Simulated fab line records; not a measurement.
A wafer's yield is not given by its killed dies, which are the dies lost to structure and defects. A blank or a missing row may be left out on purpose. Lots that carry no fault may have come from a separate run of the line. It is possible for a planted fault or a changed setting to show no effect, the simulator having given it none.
fab line records	flow berkeleyCmos170
record: lots: 5	wafers: 23
route steps=331 shown PVT@122 GATE@125 FIELD@126 PLDD@146 NLDD@162 PSD@183 BACKSIDE@202 SDANNEAL@204
startH: hours from the record's opening day to when the first of the lot's shown wafers began	waitH: how many hours have passed since the lot's step before this one	" the same as in the row above	L1.1+2: one row covering several wafers at once	- no value, or no start given	* or withheld: withheld	< > ~ a bound
route shown NAME@n: names a module that has steps shown in the file, with the first one's number in the route	usual: the fault-free wafers' mean and standard deviation	same: alike in all rows	chamber/n: place in a boat	sites: readings site by site	_std_site: the standard deviation of these	_edge_site: inner sites' mean taken away from outer sites' mean	radiusMm: for every site, how far away it sits from the centre of the wafer	mask NAME#n: copy n	behind: the last tool/chamber to shape the wafer	hold: cause of the lot's hold/its duration in hours/its outcome	device: names the non-switching transistor (n, p or np)	end of line: at the end of the route, the tests of the same wafers	for a step that has no rows: nothing shown but its recipe	killed: the dies lost at the first sort to structure and to defects; this is not the yield of the wafer	map: per-die view of a wafer (x killed, . not killed, _ where there is no die)
set.NAME: setting as actually run; set.NAME@STEP: the setting as run at that earlier step	model.NAME: the simulator's own value behind a step, which no gauge read
lots where settings were altered on purpose, with a table for each step and a row for each wafer
== steps ==
step: UCB170_PVT_IMPLANT_07
recipe: species: P	doseCm2: 2e+12	energyKev: 30	tiltDeg: 7
lot.wafer	tool	chamber	startH	waitH	set.doseCm2
L076.1+3+6	implanter-03	0	116.05	0.0	2e+12
L076.2+5	"	0	"	"	2.085e+12
L081.1+4+5	implanter-03	0	139.21	0.0	2e+12
L080.1+6	implanter-04	0	139.72	0.0	2e+12
L080.2+4+5	"	0	"	"	2.076e+12
L079.1+3+4	implanter-03	0	139.82	0.0	2e+12
L079.2+6	"	0	"	"	1.852e+12
L082.1+2+6	implanter-02	0	148.75	0.0	2.127e+12
L082.3+4	"	0	"	"	2e+12
step: UCB170_PVT_STRIP_08
recipe: chemistry: O2	powerW: 400	pressureMtorr: 3500	platenTempC: withheld	o2FlowSccm: 400	overashFraction: 0.5
step: UCB170_PVT_TW_MEAS_09
usual: PVT_TW: 507.2/2.8
lot.wafer	tool	chamber	startH	waitH	set.doseCm2@PVT_IMPLANT_07	PVT_TW
L076.1	filmMetro-01	-	116.33	0.1	2e+12	502.1
L076.2	"	-	"	"	2.085e+12	508.0
L076.3	"	-	"	"	2e+12	501.8
L076.5	"	-	"	"	2.085e+12	508.8
L076.6	"	-	"	"	2e+12	501.2
L081.1	filmMetro-01	-	139.46	0.1	2e+12	507.5
L081.4	"	-	"	"	2e+12	506.6
L081.5	"	-	"	"	2e+12	503.8
L080.1	filmMetro-02	-	139.97	0.1	2e+12	508.4
L080.2	"	-	"	"	2.076e+12	513.3
L080.4	"	-	"	"	2.076e+12	512.2
L080.5	"	-	"	"	2.076e+12	511.7
L080.6	"	-	"	"	2e+12	508.0
L079.1	filmMetro-01	-	140.07	0.1	2e+12	504.8
L079.2	"	-	"	"	1.852e+12	492.5
L079.3	"	-	"	"	2e+12	506.9
L079.4	"	-	"	"	2e+12	508.0
L079.6	"	-	"	"	1.852e+12	495.2
L082.1	filmMetro-02	-	149.00	0.1	2.127e+12	515.8
L082.2	"	-	"	"	2.127e+12	514.0
L082.3	"	-	"	"	2e+12	508.0
L082.4	"	-	"	"	2e+12	506.3
L082.6	"	-	"	"	2.127e+12	515.8
step: UCB170_GATE_WET_ETCH_00
recipe: chemistry: dHF	dilution: 25:1	target: SiO2	tempC: 25	timeS: 200
step: UCB170_FIELD_THK_MEAS_91
recipe: reads: SiO2_of_FIELD_OXIDATION_01
usual: FIELD_OXIDE_LEFT_2_THK: 347/11
lot.wafer	tool	chamber	startH	waitH	set.tempC@FIELD_OXIDATION_01	FIELD_OXIDE_LEFT_2_THK[nm]
L076.1	filmMetro-04	-	116.45	0.0	983.3	298
L076.2	"	-	"	"	983.3	283
L076.3	"	-	"	"	983.3	297
L076.5	"	-	"	"	983.3	300
L076.6	"	-	"	"	983.3	287
L081.1	filmMetro-02	-	139.58	0.0	1000	344
L081.4	"	-	"	"	1000	346
L081.5	"	-	"	"	1000	348
L080.1	filmMetro-02	-	140.10	0.0	970.4	226
L080.2	"	-	"	"	970.4	231
L080.4	"	-	"	"	970.4	240
L080.5	"	-	"	"	970.4	232
L080.6	"	-	"	"	970.4	238
L079.1	filmMetro-01	-	140.21	0.0	976.3	253
L079.2	"	-	"	"	976.3	242
L079.3	"	-	"	"	976.3	259
L079.4	"	-	"	"	976.3	246
L079.6	"	-	"	"	976.3	256
L082.1	filmMetro-01	-	149.18	0.1	1000	357
L082.2	"	-	"	"	1000	355
L082.3	"	-	"	"	1000	355
L082.4	"	-	"	"	1000	361
L082.6	"	-	"	"	1000	359
step: UCB170_GATE_PEB_10
recipe: pebTempC: 130	pebTimeS: withheld	resist: KrF
lot.wafer	tool	chamber	startH	waitH	set.pebTempC
L076.1+5+6	lithoTrack-03	0	130.96	0.1	127.7
L076.2+3	"	0	"	"	130
L081.1+4+5	lithoTrack-01	0	150.16	0.6	130
L079.1+2+4	lithoTrack-03	0	150.19	0.3	126.2
L079.3+6	"	0	"	"	130
L080.1+2	lithoTrack-03	0	150.46	0.4	132.2
L080.4+5+6	"	0	"	"	130
L082.1+2+3	lithoTrack-03	0	159.56	0.1	130
L082.4+6	"	0	"	"	133
step: UCB170_GATE_DEVELOP_11
recipe: developer: TMAH	developTimeS: 45	resist: KrF	devTempC: 21
step: UCB170_GATE_CD_MEAS_12
recipe: targetCdNm: 350
usual: cdNm: 350.3/1.4
lot.wafer	tool	chamber	startH	waitH	set.pebTempC@GATE_PEB_10	cdNm
L076.1	cdSem-01	-	131.24	-	127.7	366.5
L076.2	"	-	"	"	130	350.1
L076.3	"	-	"	"	130	350.5
L076.5	"	-	"	"	127.7	365.6
L076.6	"	-	"	"	127.7	367.3
L081.1	cdSem-02	-	150.44	-	130	349.7
L081.4	"	-	"	"	130	349.7
L081.5	"	-	"	"	130	350.0
L079.1	cdSem-01	-	150.46	-	126.2	379.5
L079.2	"	-	"	"	126.2	378.0
L079.3	"	-	"	"	130	348.9
L079.4	"	-	"	"	126.2	379.7
L079.6	"	-	"	"	130	350.6
L080.1	cdSem-01	-	150.79	-	132.2	339.8
L080.2	"	-	"	"	132.2	338.3
L080.4	"	-	"	"	130	353.5
L080.5	"	-	"	"	130	353.4
L080.6	"	-	"	"	130	352.0
L082.1	cdSem-02	-	159.92	-	130	351.3
L082.2	"	-	"	"	130	350.5
L082.3	"	-	"	"	130	351.0
L082.4	"	-	"	"	133	332.5
L082.6	"	-	"	"	133	332.0
step: UCB170_GATE_ETCH_14
recipe: chemistry: N2/H2	targetDepthA: withheld	overetchA: withheld	target: BARC	timeS: withheld	sourceW: 500	biasW: 100	pressureMtorr: 30	n2FlowSccm: 100	h2FlowSccm: 200
step: UCB170_GATE_ETCH_15
recipe: chemistry: HBr/Cl2	target: poly-Si	stopOn: SiO2	overEtchFrac: 0.3	icpW: 300	biasW: 150	timeS: 56.3	pressureMtorr: 15	HBr_flow_sccm: 150	Cl2_flow_sccm: 50	targetDepthA: 2782
lot.wafer	tool	chamber	startH	waitH	set.pebTempC@GATE_PEB_10	model.GATE.cdNm
L076.1	rieSi-01	3	131.43	-	127.7	366.3
L076.2	"	2	"	"	130	350.5
L076.3	"	0	"	"	130	350.8
L076.5	"	1	"	"	127.7	366.1
L076.6	"	2	"	"	127.7	367.2
L081.1	rieSi-01	0	150.63	-	130	350.1
L081.4	"	3	"	"	130	349.8
L081.5	"	2	"	"	130	350.2
L079.1	rieSi-02	3	150.66	-	126.2	379.2
L079.2	"	0	"	"	126.2	378.8
L079.3	"	2	"	"	130	347.5
L079.4	"	1	"	"	126.2	379.7
L079.6	"	3	"	"	130	349
L080.1	rieSi-01	3	150.99	-	132.2	338
L080.2	"	2	"	"	132.2	338.5
L080.4	"	0	"	"	130	353.6
L080.5	"	0	"	"	130	351.8
L080.6	"	3	"	"	130	351.9
L082.1	rieSi-01	3	160.12	-	130	352.1
L082.2	"	0	"	"	130	349.7
L082.3	"	1	"	"	130	351.3
L082.4	"	2	"	"	133	333.4
L082.6	"	1	"	"	133	331
step: UCB170_GATE_STRIP_16
recipe: chemistry: O2	powerW: 400	pressureMtorr: 3500	platenTempC: withheld	o2FlowSccm: 400	overashFraction: 0.5
step: UCB170_GATE_CD_MEAS_90
recipe: targetCdNm: 350
usual: cdNm: 350.3/1.5
lot.wafer	tool	chamber	startH	waitH	set.pebTempC@GATE_PEB_10	cdNm
L076.1	cdSem-01	-	131.58	0.1	127.7	366.4
L076.2	"	-	"	"	130	350.3
L076.3	"	-	"	"	130	351.0
L076.5	"	-	"	"	127.7	366.2
L076.6	"	-	"	"	127.7	367.3
L081.1	cdSem-02	-	150.83	0.1	130	349.9
L081.4	"	-	"	"	130	349.9
L081.5	"	-	"	"	130	350.2
L079.1	cdSem-01	-	150.91	0.2	126.2	379.3
L079.2	"	-	"	"	126.2	378.7
L079.3	"	-	"	"	130	347.5
L079.4	"	-	"	"	126.2	379.7
L079.6	"	-	"	"	130	348.9
L080.1	cdSem-01	-	151.14	0.1	132.2	338.1
L080.2	"	-	"	"	132.2	338.3
L080.4	"	-	"	"	130	353.4
L080.5	"	-	"	"	130	351.8
L080.6	"	-	"	"	130	352.1
L082.1	cdSem-02	-	160.26	0.1	130	352.1
L082.2	"	-	"	"	130	349.5
L082.3	"	-	"	"	130	351.4
L082.4	"	-	"	"	133	333.2
L082.6	"	-	"	"	133	331.0
step: UCB170_PLDD_COAT_01
recipe: resist: KrF	spinRpm: 1500	resistThkNm: 900
lot.wafer	tool	chamber	startH	waitH	set.resistThkNm	model.KrF_of_PLDD_COAT_01.thkNm
L076.1	lithoTrack-04	0	133.15	0.1	900	898.4
L076.2	"	0	"	"	900	898.1
L076.3	"	0	"	"	900	899.8
L076.5	"	0	"	"	900	899.7
L076.6	"	0	"	"	900	901.1
L081.1	lithoTrack-04	0	151.45	0.1	900	897.9
L081.4	"	0	"	"	900	895.2
L081.5	"	0	"	"	900	896.1
L079.1	lithoTrack-03	0	151.67	0.1	900	903.7
L079.2	"	0	"	"	900	905.7
L079.3	"	0	"	"	951.3	954.3
L079.4	"	0	"	"	951.3	952.7
L079.6	"	0	"	"	900	905.3
L080.1+5	lithoTrack-02	0	151.68	0.1	900	906
L080.2+6	"	0	"	"	869.5	873.1
L080.4	"	0	"	"	869.5	873.5
L082.1	lithoTrack-03	0	163.28	0.1	926.7	929.3
L082.2	"	0	"	"	926.7	927.9
L082.3	"	0	"	"	900	902.7
L082.4	"	0	"	"	900	904
L082.6	"	0	"	"	900	899.9
step: UCB170_PLDD_SOFTBAKE_02
recipe: resist: KrF	tempC: 130	timeS: 60
step: UCB170_PLDD_EXPOSE_03
recipe: maskId: PSELECT	na: 0.5	sigmaOuter: 0.6	sourceShape: conventional	targetCdNm: 1200	doseMj: 30
step: UCB170_PLDD_IMPLANT_08
recipe: species: BF2	doseCm2: 5e+13	energyKev: 10	tiltDeg: 7	rotationDeg: 0
step: UCB170_PLDD_IMPLANT_09
recipe: species: BF2	doseCm2: 5e+13	energyKev: 10	tiltDeg: 7	rotationDeg: 180
step: UCB170_PLDD_STRIP_10
recipe: chemistry: O2	powerW: 400	pressureMtorr: 3500	platenTempC: withheld	o2FlowSccm: 400	overashFraction: 0.5
usual: stripTimeToEndpointS: 21.65/0.061
lot.wafer	tool	chamber	startH	waitH	set.resistThkNm@PLDD_COAT_01	stripTimeToEndpointS
L076.1	plasmaAsher-01	1	134.76	0.1	900	21.59
L076.2	"	0	"	"	900	21.57
L076.3	"	0	"	"	900	21.61
L076.5	"	0	"	"	900	21.63
L076.6	"	1	"	"	900	21.65
L081.1	plasmaAsher-02	1	152.93	0.1	900	21.58
L081.4	"	0	"	"	900	21.51
L081.5	"	0	"	"	900	21.53
L079.1	plasmaAsher-01	0	153.05	0.1	900	21.72
L079.2	"	1	"	"	900	21.77
L079.3	"	0	"	"	951.3	22.93
L079.4	"	1	"	"	951.3	22.87
L079.6	"	0	"	"	900	21.76
L080.1	plasmaAsher-04	0	153.33	0.1	900	21.77
L080.2	"	1	"	"	869.5	20.98
L080.4	"	1	"	"	869.5	21.00
L080.5	"	1	"	"	900	21.77
L080.6	"	0	"	"	869.5	20.97
L082.1	plasmaAsher-02	0	165.55	0.1	926.7	22.32
L082.2	"	1	"	"	926.7	22.30
L082.3	"	1	"	"	900	21.68
L082.4	"	0	"	"	900	21.72
L082.6	"	0	"	"	900	21.62
step: UCB170_NLDD_PEB_04
recipe: pebTempC: 130	pebTimeS: withheld	resist: KrF
lot.wafer	tool	chamber	startH	waitH	set.pebTempC
L076.1+2+3+5+6	lithoTrack-02	0	135.92	0.1	130
L081.1+4+5	lithoTrack-04	0	154.09	0.2	130
L079.1+2+3	lithoTrack-01	0	154.20	0.1	133.7
L079.4+6	"	0	"	"	130
L080.1+2+4	lithoTrack-01	0	154.48	0.1	130
L080.5+6	"	0	"	"	132.6
L082.1+2+3+4+6	lithoTrack-02	0	167.37	0.1	130
step: UCB170_NLDD_DEVELOP_05
recipe: developer: TMAH	developTimeS: 45	resist: KrF	devTempC: 21
step: UCB170_NLDD_CD_MEAS_06
recipe: targetCdNm: 1200
usual: cdNm: 1199.4/1.4
lot.wafer	tool	chamber	startH	waitH	set.pebTempC@NLDD_PEB_04	cdNm
L076.1	cdSem-01	-	136.22	-	130	1199.2
L076.2	"	-	"	"	130	1198.5
L076.3	"	-	"	"	130	1199.7
L076.5	"	-	"	"	130	1198.0
L076.6	"	-	"	"	130	1199.1
L081.1	cdSem-02	-	154.36	-	130	1200.3
L081.4	"	-	"	"	130	1200.0
L081.5	"	-	"	"	130	1197.5
L079.1	cdSem-02	-	154.48	-	133.7	1222.5
L079.2	"	-	"	"	133.7	1221.7
L079.3	"	-	"	"	133.7	1221.9
L079.4	"	-	"	"	130	1201.7
L079.6	"	-	"	"	130	1201.1
L080.1	cdSem-02	-	154.75	-	130	1202.2
L080.2	"	-	"	"	130	1200.5
L080.4	"	-	"	"	130	1202.1
L080.5	"	-	"	"	132.6	1216.4
L080.6	"	-	"	"	132.6	1215.1
L082.1	cdSem-02	-	167.64	-	130	1200.6
L082.2	"	-	"	"	130	1200.7
L082.3	"	-	"	"	130	1201.1
L082.4	"	-	"	"	130	1199.8
L082.6	"	-	"	"	130	1201.0
step: UCB170_NLDD_IMPLANT_08
recipe: species: As	doseCm2: 5e+13	energyKev: 30	tiltDeg: 7	rotationDeg: 0
lot.wafer	tool	chamber	startH	waitH	set.doseCm2
L076.1+5	implanter-02	0	136.37	0.0	5e+13
L076.2+3+6	"	0	"	"	5.111e+13
L081.1+4+5	implanter-03	0	154.52	0.0	5e+13
L079.1+2	implanter-01	0	154.64	0.0	5e+13
L079.3+4+6	"	0	"	"	4.638e+13
L080.1+2+4+5+6	implanter-02	0	154.91	0.0	5e+13
L082.1+3+6	implanter-02	0	167.80	0.0	5e+13
L082.2+4	"	0	"	"	5.287e+13
step: UCB170_PSD_IMPLANT_08
recipe: species: B	doseCm2: 3e+15	energyKev: 20	tiltDeg: 7
lot.wafer	tool	chamber	startH	waitH	set.doseCm2
L076.1+2+3+5+6	implanter-03	0	143.28	0.0	3e+15
L081.1+4+5	implanter-01	0	162.08	0.0	3e+15
L080.1+4+6	implanter-03	0	162.19	0.0	3e+15
L080.2+5	"	0	"	"	3.106e+15
L079.1+2+4	implanter-01	0	162.35	0.0	3e+15
L079.3+6	"	0	"	"	2.872e+15
L082.1+4+6	implanter-03	0	175.45	0.0	3e+15
L082.2+3	"	0	"	"	3.222e+15
step: UCB170_PSD_STRIP_09
recipe: chemistry: O2	powerW: 400	pressureMtorr: 3500	platenTempC: withheld	o2FlowSccm: 400	overashFraction: 0.5
usual: stripTimeToEndpointS: 29.35/0.065
lot.wafer	tool	chamber	startH	waitH	set.doseCm2@PSD_IMPLANT_08	stripTimeToEndpointS
L076.1	plasmaAsher-02	0	143.43	0.1	3e+15	29.40
L076.2	"	1	"	"	3e+15	29.28
L076.3	"	1	"	"	3e+15	29.33
L076.5	"	0	"	"	3e+15	29.34
L076.6	"	1	"	"	3e+15	29.45
L081.1	plasmaAsher-02	0	162.23	0.1	3e+15	29.26
L081.4	"	0	"	"	3e+15	29.31
L081.5	"	0	"	"	3e+15	29.29
L080.1	plasmaAsher-03	1	162.34	0.1	3e+15	29.41
L080.2	"	0	"	"	3.106e+15	29.92
L080.4	"	0	"	"	3e+15	29.37
L080.5	"	0	"	"	3.106e+15	29.73
L080.6	"	1	"	"	3e+15	29.42
L079.1	plasmaAsher-04	1	162.50	0.1	3e+15	29.27
L079.2	"	0	"	"	3e+15	29.38
L079.3	"	0	"	"	2.872e+15	28.82
L079.4	"	1	"	"	3e+15	29.31
L079.6	"	0	"	"	2.872e+15	28.90
L082.1	plasmaAsher-02	0	175.60	0.1	3e+15	29.51
L082.2	"	1	"	"	3.222e+15	30.28
L082.3	"	0	"	"	3.222e+15	30.15
L082.4	"	1	"	"	3e+15	29.40
L082.6	"	1	"	"	3e+15	29.35
step: UCB170_PSD_TW_MEAS_10
usual: PSD_TW: 2338/15
lot.wafer	tool	chamber	startH	waitH	set.doseCm2@PSD_IMPLANT_08	PSD_TW
L076.1	filmMetro-04	-	143.53	0.1	3e+15	2352
L076.2	"	-	"	"	3e+15	2346
L076.3	"	-	"	"	3e+15	2332
L076.5	"	-	"	"	3e+15	2345
L076.6	"	-	"	"	3e+15	2343
L081.1	filmMetro-04	-	162.33	0.1	3e+15	2351
L081.4	"	-	"	"	3e+15	2349
L081.5	"	-	"	"	3e+15	2344
L080.1	filmMetro-03	-	162.44	0.1	3e+15	2337
L080.2	"	-	"	"	3.106e+15	2360
L080.4	"	-	"	"	3e+15	2326
L080.5	"	-	"	"	3.106e+15	2353
L080.6	"	-	"	"	3e+15	2336
L079.1	filmMetro-02	-	162.60	0.1	3e+15	2313
L079.2	"	-	"	"	3e+15	2322
L079.3	"	-	"	"	2.872e+15	2283
L079.4	"	-	"	"	3e+15	2320
L079.6	"	-	"	"	2.872e+15	2272
L082.1	filmMetro-03	-	175.70	0.1	3e+15	2356
L082.2	"	-	"	"	3.222e+15	2391
L082.3	"	-	"	"	3.222e+15	2399
L082.4	"	-	"	"	3e+15	2350
L082.6	"	-	"	"	3e+15	2345
step: UCB170_BACKSIDE_STRIP_03
recipe: chemistry: O2	powerW: 400	pressureMtorr: 3500	platenTempC: withheld	o2FlowSccm: 400	overashFraction: 0.5
usual: oesProductAu: 0.734/0.004	stripTimeToEndpointS: 21.99/0.049
lot.wafer	tool	chamber	startH	waitH	set.powerW	oesProductAu	stripTimeToEndpointS
L076.1	plasmaAsher-01	0	147.44	0.1	400	0.731	21.91
L076.2	"	1	"	"	372.9	0.710	23.06
L076.3	"	0	"	"	400	0.735	21.95
L076.5	"	0	"	"	400	0.735	21.90
L076.6	"	1	"	"	372.9	0.712	23.13
L080.1	plasmaAsher-01	1	166.03	0.1	400	0.732	22.05
L080.2	"	0	"	"	421.5	0.750	21.14
L080.4	"	1	"	"	400	0.736	22.01
L080.5	"	0	"	"	400	0.731	22.04
L080.6	"	1	"	"	421.5	0.758	21.16
L081.1	plasmaAsher-02	0	166.42	0.1	400	0.738	22.02
L081.4	"	0	"	"	400	0.733	22.07
L081.5	"	0	"	"	400	0.735	22.07
L079.1	plasmaAsher-01	1	166.77	0.1	387.4	0.720	22.53
L079.2	"	0	"	"	400	0.733	21.99
L079.3	"	1	"	"	387.4	0.722	22.50
L079.4	"	0	"	"	400	0.744	21.95
L079.6	"	0	"	"	400	0.738	22.07
L082.1	plasmaAsher-01	0	179.43	0.1	384.7	0.722	22.64
L082.2	"	1	"	"	400	0.729	21.97
L082.3	"	1	"	"	400	0.733	21.99
L082.4	"	0	"	"	384.7	0.723	22.62
L082.6	"	0	"	"	400	0.731	22.00
step: UCB170_BACKSIDE_CLEAN_04
recipe: chemistry: SPM	tempC: 120	timeS: 600
step: UCB170_SDANNEAL_RTA_00
recipe: tempC: 900	timeS: 10	ambient: N2
step: UCB170_SDANNEAL_RTA_01
recipe: tempC: 1050	timeS: 5	ambient: N2
step: UCB170_SDANNEAL_RS_MEAS_02
recipe: thkMeasGauge: four-point-probe
usual: PSD_RS: 75.63/0.25
lot.wafer	tool	chamber	startH	waitH	set.doseCm2@PSD_IMPLANT_08	PSD_RS[ohm/sq]
L076.1	filmMetro-02	-	147.94	0.0	3e+15	75.57
L076.2	"	-	"	"	3e+15	75.52
L076.3	"	-	"	"	3e+15	75.29
L076.5	"	-	"	"	3e+15	75.34
L076.6	"	-	"	"	3e+15	75.25
L080.1	filmMetro-02	-	166.75	0.0	3e+15	75.59
L080.2	"	-	"	"	3.106e+15	74.18
L080.4	"	-	"	"	3e+15	75.53
L080.5	"	-	"	"	3.106e+15	73.80
L080.6	"	-	"	"	3e+15	75.70
L079.1	filmMetro-04	-	167.84	0.0	3e+15	75.62
L079.2	"	-	"	"	3e+15	75.80
L079.3	"	-	"	"	2.872e+15	78.28
L079.4	"	-	"	"	3e+15	75.75
L079.6	"	-	"	"	2.872e+15	78.08
L081.1	filmMetro-02	-	167.84	0.0	3e+15	76.22
L081.4	"	-	"	"	3e+15	75.85
L081.5	"	-	"	"	3e+15	75.93
L082.1	filmMetro-02	-	179.95	0.0	3e+15	75.62
L082.2	"	-	"	"	3.222e+15	71.63
L082.3	"	-	"	"	3.222e+15	71.42
L082.4	"	-	"	"	3e+15	75.60
L082.6	"	-	"	"	3e+15	75.66
step: UCB170_SDANNEAL_RS_MEAS_05
recipe: thkMeasGauge: four-point-probe
usual: NLDD_RS: 616.1/1.4
lot.wafer	tool	chamber	startH	waitH	set.doseCm2@NLDD_IMPLANT_08	NLDD_RS[ohm/sq]
L076.1	filmMetro-02	-	148.30	0.1	5e+13	614.9
L076.2	"	-	"	"	5.111e+13	611.7
L076.3	"	-	"	"	5.111e+13	610.4
L076.5	"	-	"	"	5e+13	615.9
L076.6	"	-	"	"	5.111e+13	611.9
L080.1	filmMetro-02	-	167.11	0.1	5e+13	615.5
L080.2	"	-	"	"	5e+13	615.8
L080.4	"	-	"	"	5e+13	617.0
L080.5	"	-	"	"	5e+13	616.3
L080.6	"	-	"	"	5e+13	613.4
L079.1	filmMetro-04	-	168.20	0.1	5e+13	618.8
L079.2	"	-	"	"	5e+13	616.5
L079.3	"	-	"	"	4.638e+13	632.0
L079.4	"	-	"	"	4.638e+13	632.2
L079.6	"	-	"	"	4.638e+13	631.6
L081.1	filmMetro-02	-	168.20	0.1	5e+13	615.9
L081.4	"	-	"	"	5e+13	618.0
L081.5	"	-	"	"	5e+13	614.9
L082.1	filmMetro-02	-	180.31	0.1	5e+13	617.0
L082.2	"	-	"	"	5.287e+13	605.3
L082.3	"	-	"	"	5e+13	618.1
L082.4	"	-	"	"	5.287e+13	605.5
L082.6	"	-	"	"	5e+13	616.2
== key ==
split: step: UCB170_PVT_IMPLANT_07	setting: doseCm2	stated: 2e+12	by: wafer
response: step: UCB170_PVT_TW_MEAS_09	reading: PVT_TW	change: +1.49	per: 1%	r: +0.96
split: step: UCB170_GATE_PEB_10	setting: pebTempC	stated: 130	by: wafer
response: step: UCB170_GATE_CD_MEAS_12	reading: cdNm	change: -9.11	per: 1%	r: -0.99
response: step: UCB170_GATE_ETCH_15	reading: model.GATE.cdNm	change: -9.37	per: 1%	r: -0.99
response: step: UCB170_GATE_CD_MEAS_90	reading: cdNm	change: -9.4	per: 1%	r: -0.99
split: step: UCB170_PLDD_COAT_01	setting: resistThkNm	stated: 900	by: wafer
response: step: UCB170_PLDD_COAT_01	reading: model.KrF_of_PLDD_COAT_01.thkNm	change: +8.84	per: 1%	r: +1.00
response: step: UCB170_PLDD_STRIP_10	reading: stripTimeToEndpointS	change: *	per: 1%	r: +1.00
split: step: UCB170_NLDD_PEB_04	setting: pebTempC	stated: 130	by: wafer
response: step: UCB170_NLDD_CD_MEAS_06	reading: cdNm	change: +7.19	per: 1%	r: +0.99
split: step: UCB170_NLDD_IMPLANT_08	setting: doseCm2	stated: 5e+13	by: wafer
response: step: UCB170_SDANNEAL_RS_MEAS_05	reading: NLDD_RS	change: -1.99	per: 1%	r: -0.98
split: step: UCB170_PSD_IMPLANT_08	setting: doseCm2	stated: 3e+15	by: wafer
response: step: UCB170_PSD_STRIP_09	reading: stripTimeToEndpointS	change: *	per: 1%	r: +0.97
response: step: UCB170_PSD_TW_MEAS_10	reading: PSD_TW	change: +6.85	per: 1%	r: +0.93
response: step: UCB170_SDANNEAL_RS_MEAS_02	reading: PSD_RS	change: -0.544	per: 1%	r: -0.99
split: step: UCB170_BACKSIDE_STRIP_03	setting: powerW	stated: 400	by: wafer
response: step: UCB170_BACKSIDE_STRIP_03	reading: oesProductAu	change: +0.00355	per: 1%	r: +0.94
response: step: UCB170_BACKSIDE_STRIP_03	reading: stripTimeToEndpointS	change: *	per: 1%	r: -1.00
split outsideThisFile step=UCB170_FIELD_OXIDATION_01 setting=tempC
split outsideThisFile: this setting was split too, and the file shows its column; the key of that split is in another file
